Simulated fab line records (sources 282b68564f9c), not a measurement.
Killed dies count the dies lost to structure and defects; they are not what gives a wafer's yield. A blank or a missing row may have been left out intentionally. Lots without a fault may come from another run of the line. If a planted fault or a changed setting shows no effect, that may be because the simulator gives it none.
Code-filled problem report in 8D (eight disciplines) form + flow ritCmos + the parts of the form that need people (team, actions taken, sign-off) are left out

1. WHAT IS WRONG
CONTACT_TEOS_THK at RIT_CONTACT_THK_MEAS_01 reads a mean of 448 nm on 4 wafers of 2 lots; wafers without a fault read 399 nm with a standard deviation of 5. Relative to the usual mean, that is a shift of +9.9 standard deviations.
Seen first at day 5 22:12 on filmMetro-03, wafer L480.1. The record holds 18 wafers of 6 lots with a number at this step. The rule behind "out" and "out of limits": a value lying over 4 standard deviations away from the usual mean. Any other wafer with a number is counted as sound.

2. WHAT THIS IS AND IS NOT
| question                    | is                             | is not                                                                    |
|-----------------------------|--------------------------------|---------------------------------------------------------------------------|
| which readings at this step | CONTACT_TEOS_THK               | -                                                                         |
| which lots                  | L480, L483                     | L468, L472, L479, L488                                                    |
| which wafers of those lots  | L480.1, L480.6, L483.3, L483.6 | L480.4, L483.5                                                            |
| read on which gauges        | filmMetro-03                   | filmMetro-01                                                              |
| when                        | from day 5 22:12               | up to then (10 sound wafers); but 4 sound wafers of L483, L488 came after |

3. SUSPECTS, AND WHAT RULES EACH OUT
Counting: if a tool at a process step up to the reading ran every lot that is out, it stays a suspect. Sound lots after the first of them don't rule it out here, since some wafers of a struck lot are sound.
- ruled out: the gauge at RIT_CONTACT_THK_MEAS_01. All the wafers that are out were read on filmMetro-03, but those of them that RIT_CONTACT_CVD_00 has rows for are out there too, on other tools.
- pecvd-02 at RIT_CONTACT_CVD_00 (deposits SiO2 from TEOS, target thk 400 nm, time 61 s): kept. It ran every lot that is out, first L480 (day 5 22:09); its last sound lot up to then is L468 (day 3 13:38). Its own runLengthS readings are out on those wafers.
- At RIT_CONTACT_CVD_00, inside pecvd-02: chamber 2 took the wafers that are out, while their sound lot-mates went through chambers 0, 1.
Remaining after the count: pecvd-02 at RIT_CONTACT_CVD_00.

4. THE CAUSE (what the simulator had put in)
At RIT_CONTACT_CVD_00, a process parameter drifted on pecvd-02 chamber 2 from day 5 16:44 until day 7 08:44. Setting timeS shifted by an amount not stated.
This tool alone remained once counting was done.

5. SEQUENCE OF EFFECTS, ordered by route
One row per reading whose mean, taken over the struck wafers that have a number, lies over 3 standard deviations from the usual. Scope: only readings with a usual standard deviation given in the record; hours: median across lots of the time from each lot's start at the first step in this table that gives one to its start at this step; sigmas: change in usual standard deviations.
| hours | step                    | reading          | usual  | on struck wafers | change | sigmas |
|-------|-------------------------|------------------|--------|------------------|--------|--------|
| 0     | RIT_CONTACT_CVD_00      | runLengthS       | 89.0 s | 97.0             | +8.0   | +17    |
| 0     | RIT_CONTACT_THK_MEAS_01 | CONTACT_TEOS_THK | 399 nm | 448              | +50    | +9.9   |
Its process steps:
- RIT_CONTACT_CVD_00: deposits SiO2 from TEOS, target thk 400 nm, time 61 s.
Later steps that measure or inspect, where all struck wafers having a row at the step show a number for every such reading and not one has moved that far: RIT_CONTACT_CD_MEAS_08, RIT_CONTACT_OVL_MEAS_09, RIT_CONTACT_CD_MEAS_90, RIT_M1_RS_MEAS_01, RIT_M1_THK_MEAS_02, RIT_M1_CD_MEAS_09, RIT_M1_OVL_MEAS_10.

6. HOW IT WOULD HAVE BEEN CAUGHT EARLIER
Counted from the fault's start at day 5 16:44, it took 5 hours until the first out-of-limits reading at a measuring or inspecting step in this record, taken at day 5 22:12.
At RIT_CONTACT_CVD_00, the tool's own readings (runLengthS) were out on each struck wafer the step has a row for, so an alarm limit on them would have fired on the first such wafer.
Among the 2 lots that are out, L483 began RIT_CONTACT_CVD_00 on pecvd-02 after day 5 22:12. Holding the tool at that time would have saved it.
